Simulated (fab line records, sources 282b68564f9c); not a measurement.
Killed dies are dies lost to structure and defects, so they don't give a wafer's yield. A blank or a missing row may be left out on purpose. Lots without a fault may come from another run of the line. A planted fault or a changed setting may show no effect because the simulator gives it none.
A struck lot beside a sound one | flow rit_cmos | 20 steps out of a route of 202
Sound: wafers L942.1, L942.2, L942.6. Struck: wafers L948.1, L948.4, L948.5. The cause comes at the end.
At each step with rows: each side's tool, then ch and its chambers, then its first start. Under that, the readings that differ: sound wafers | struck wafers | difference of the means | sigmas: that difference in standard deviations of wafers without a fault.
alike: readings whose means differ by less than 2 such deviations, and words and numbers that are the same on both sides. not compared: withheld readings, readings that some wafer has no value for, bounds like >300 that may hide the same value, and numbers for which the record gives no deviation and whose values overlap.
The two part at a step that has a row with sigmas, a row that says differs or no value, or rows on one side only. Numbers that don't overlap but have no deviation are shown without sigmas and don't part them. A reading that every wafer of one side lacks parts them only if that side has two wafers or more.

first, 2 steps without rows for these wafers: RIT_NWELL_HARDBAKE_07 (time 120 s); RIT_NWELL_IMPLANT_08.
RIT_NWELL_STRIP_09: strips in O2, time 180 s.
  sound on plasma_asher-04 ch 0,1, day 2 13:07; struck on plasma_asher-03 ch 0, day 3 20:11
  alike: drypump_motor_current_A
  not compared: rf_hours_counter_h
RIT_NWELL_TW_MEAS_10:
  sound on film_metro-01, day 2 13:17; struck on film_metro-01, day 3 20:22
  alike: NWELL_TW
then, 6 steps without rows for these wafers: RIT_PWELL_HMDS_00 (prime time 60 s); RIT_PWELL_COAT_01 (resist thk 1300 nm); RIT_PWELL_SOFTBAKE_02 (time 59.02 s); RIT_PWELL_EXPOSE_03 (exposes mask M3, target cd 43700 nm); RIT_PWELL_PEB_04; RIT_PWELL_DEVELOP_05 (develop time 68 s).
RIT_PWELL_OVL_MEAS_06:
  sound on overlay-01, day 2 14:21; struck on overlay-01, day 3 21:25
  alike: PWELL_OVL
then, 1 step without rows for these wafers: RIT_PWELL_HARDBAKE_07 (time 120 s).
RIT_PWELL_IMPLANT_08:
  sound on implanter-03 ch 0, day 2 14:38; struck on implanter-04 ch 0, day 3 21:43
  reading            | sound                         | struck                        | difference | sigmas
  dose_ions_cm2      | 6.999e+13 7.008e+13 6.999e+13 | 4.862e+13 4.865e+13 4.868e+13 | -2.137e+13 | -99 or more
  faraday_current_uA | 227 221 227                   | 152 152 153                   | -73        | -15
  alike: end_station_pressure_torr
RIT_PWELL_STRIP_09: strips in O2, time 180 s.
  sound on plasma_asher-04 ch 0,1, day 2 14:47; struck on plasma_asher-02 ch 0,1, day 3 21:52
  alike: drypump_motor_current_A
  not compared: rf_hours_counter_h
RIT_PWELL_TW_MEAS_10:
  sound on film_metro-03, day 2 14:58; struck on film_metro-03, day 3 22:02
  reading  | sound       | struck      | difference | sigmas
  PWELL_TW | 968 971 974 | 863 862 861 | -109       | -7
then, 1 step without rows for these wafers: RIT_WELLDRIVE_ANNEAL_00 (time 14700 s).
RIT_WELLDRIVE_RS_MEAS_01: measures by four-point-probe.
  sound on film_metro-03, day 2 20:31; struck on film_metro-03, day 4 03:25
  alike: NWELL_RS
RIT_WELLDRIVE_RS_MEAS_02: measures by four-point-probe.
  sound on film_metro-03, day 2 20:38; struck on film_metro-03, day 4 03:32
  reading           | sound             | struck            | difference | sigmas
  PWELL_RS (ohm/sq) | 429.6 429.9 430.0 | 543.0 543.9 543.0 | +113.5     | +99 or more
then, 1 step without rows for these wafers: RIT_NRETRO_HMDS_00 (prime time 60 s).
RIT_M1_PROBE_99:
  sound on prober-01, day 4 03:05; struck on prober-01, day 5 09:01
  reading                             | sound             | struck            | difference | sigmas
  model.etest.nmos_0p3.r_on_ohm_um    | 2172 2176 2133    | 1915 1948 1906    | -237       |
  model.etest.pwell_pinched.rs_ohm_sq | 455.5 463.8 455.2 | 578.3 580.8 578.1 | +120.9     |
  model.etest.pwell.rs_ohm_sq         | 412.4 414.9 413.5 | 525.4 516.2 523.4 | +108.1     |
  model.etest.nmos_0p15.r_on_ohm_um   | 1116 1116 1085    | 982.8 1030 1001   | -101.1     |
  model.etest.nmos_turned.drive_ua_um | 331.9 343.7 329.8 | 411.6 410.4 402.9 | +73.2      |
  model.etest.nmos_0p15.drive_ua_um   | 473.1 483.2 477.9 | 552.2 545 544.5   | +69.2      |
  model.etest.nmos_0p3.drive_ua_um    | 225.1 223 226.5   | 264.2 266.9 266.3 | +40.9      |
  model.etest.nmos_narrow.drive_ua_um | 226.4 227.6 225.1 | 263.4 261.3 263.5 | +36.4      |
  alike: killed_at_front_end, killed_dies, killed_open, killed_short

WHERE THEY PART
First at RIT_PWELL_IMPLANT_08; last, within this record, at RIT_WELLDRIVE_RS_MEAS_02. Later steps at which nothing parts them and some readings are alike: RIT_M1_PROBE_99.

WHY: what the simulator had put in
Process parameter drift: implanter-04, from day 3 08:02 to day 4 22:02, at RIT_PWELL_IMPLANT_08. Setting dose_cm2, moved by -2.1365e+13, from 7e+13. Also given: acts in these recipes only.
